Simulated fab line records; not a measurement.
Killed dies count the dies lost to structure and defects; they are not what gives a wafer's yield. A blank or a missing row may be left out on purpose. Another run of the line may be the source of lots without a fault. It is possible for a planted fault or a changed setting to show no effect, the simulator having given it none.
A lot that was struck, set against a sound lot -- flow rit_cmos -- 15 steps out of a route of 202
Sound: wafers L900.2, L900.3, L900.4. Wafers L912.3, L912.5, L912.6 were the ones struck. The cause is named last.
Each step with rows lists, per side, the tool, then ch with its chambers, then its first start. Under that, the readings that differ: sound wafers -- struck wafers -- difference of the means -- sigmas: that difference in standard deviations of wafers without a fault.
alike: words and numbers the same on both sides, and readings whose means are apart by under 2 such deviations; not compared: readings that were withheld, readings missing a value for some wafer, numbers with overlapping values and no deviation given by the record, and bounds like >300 which may hide the same value.
Wherever a step has rows on one side only, a row that says differs or no value, or a row with sigmas, the two part there. Numbers that have no deviation but don't overlap get no sigmas and don't part them. A reading that every wafer of one side lacks parts them only if that side has two wafers or more.

RIT_CONTACT_CVD_00: deposits SiO2 from TEOS, target thk 400 nm, time 61 s.
  sound on pecvd-03 ch 1,2, day 5 06:36; struck on pecvd-03 ch 0,2, day 7 22:48
  alike: heater_power_w
RIT_CONTACT_THK_MEAS_01:
  sound on film_metro-04 at day 5 06:40; struck on film_metro-04 at day 7 22:52
  alike: CONTACT_TEOS_THK
then, 6 steps without rows for these wafers: RIT_CONTACT_HMDS_02 (prime time 60 s); RIT_CONTACT_COAT_03 (resist thk 1000 nm); RIT_CONTACT_SOFTBAKE_04 (time 60 s); RIT_CONTACT_EXPOSE_05 (exposes mask M11, target cd 1000 nm); RIT_CONTACT_PEB_06; RIT_CONTACT_DEVELOP_07 (develop time 120 s).
RIT_CONTACT_CD_MEAS_08 targets a cd of 1000 nm.
  sound on cd_sem-01 at day 5 07:42; struck on cd_sem-01 at day 8 00:02
  alike: cd_nm
RIT_CONTACT_OVL_MEAS_09:
  sound on overlay-01 at day 5 07:48; struck on overlay-02 at day 8 00:08
  alike: CONTACT_OVL
then, 1 step without rows for these wafers: RIT_CONTACT_HARDBAKE_10 (time 60 s).
RIT_CONTACT_ETCH_11: etches SiO2 in CHF3/CF4/Ar, stops on TiSi2, target depth 480 nm, time 320 s.
  sound on rie_diel-01 ch 0,1,2, day 5 08:07; struck on rie_diel-03 ch 2,3, day 8 00:19
  alike: drypump_motor_current_A, oes_product_au, throttle_valve_pct
  not compared: rf_hours_counter_h
RIT_CONTACT_STRIP_12: strips in O2, time 180 s.
  sound on plasma_asher-04 ch 0,1, day 5 08:18; struck on plasma_asher-02 ch 0,1, day 8 00:34
  no value came back on the struck wafers for chamber_pressure_mTorr (mTorr), drypump_motor_current_A (A), o2_flow_sccm (sccm), rf_refl_power_W (W); on the sound wafers chamber_pressure_mTorr (mTorr) reads 4001 3997 4001
reading,sound,struck,difference,sigmas
model.NOVOLAK_of_CONTACT_COAT_03.thk_nm (nm),0 0 0,769.5 772.4 769.6,+770.5,
  not compared: rf_hours_counter_h
RIT_CONTACT_CD_MEAS_90 targets a cd of 1000 nm.
  sound on cd_sem-02 at day 5 08:30; struck on cd_sem-02 at day 8 00:43
  alike: cd_nm
RIT_M1_PROBE_99:
  sound on prober-01 at day 5 13:20; struck on prober-02 at day 8 05:23
reading,sound,struck,difference,sigmas
killed_at_M0_to_M3,0 2 0,254 254 255,+254,+99 or more
killed_dies,6 9 6,264 264 264,+257,+92
killed_on_rim,2 1 2,70 70 70,+68,+53
  alike: killed_at_contacts, killed_at_front_end, killed_open, killed_short

== WHERE THEY PART ==
First at RIT_CONTACT_STRIP_12; last, within this record, at RIT_M1_PROBE_99.

WHY: what had been put in by the simulator
Whole step skipped at RIT_CONTACT_STRIP_12 on plasma_asher-02, starting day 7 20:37. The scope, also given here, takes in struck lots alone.
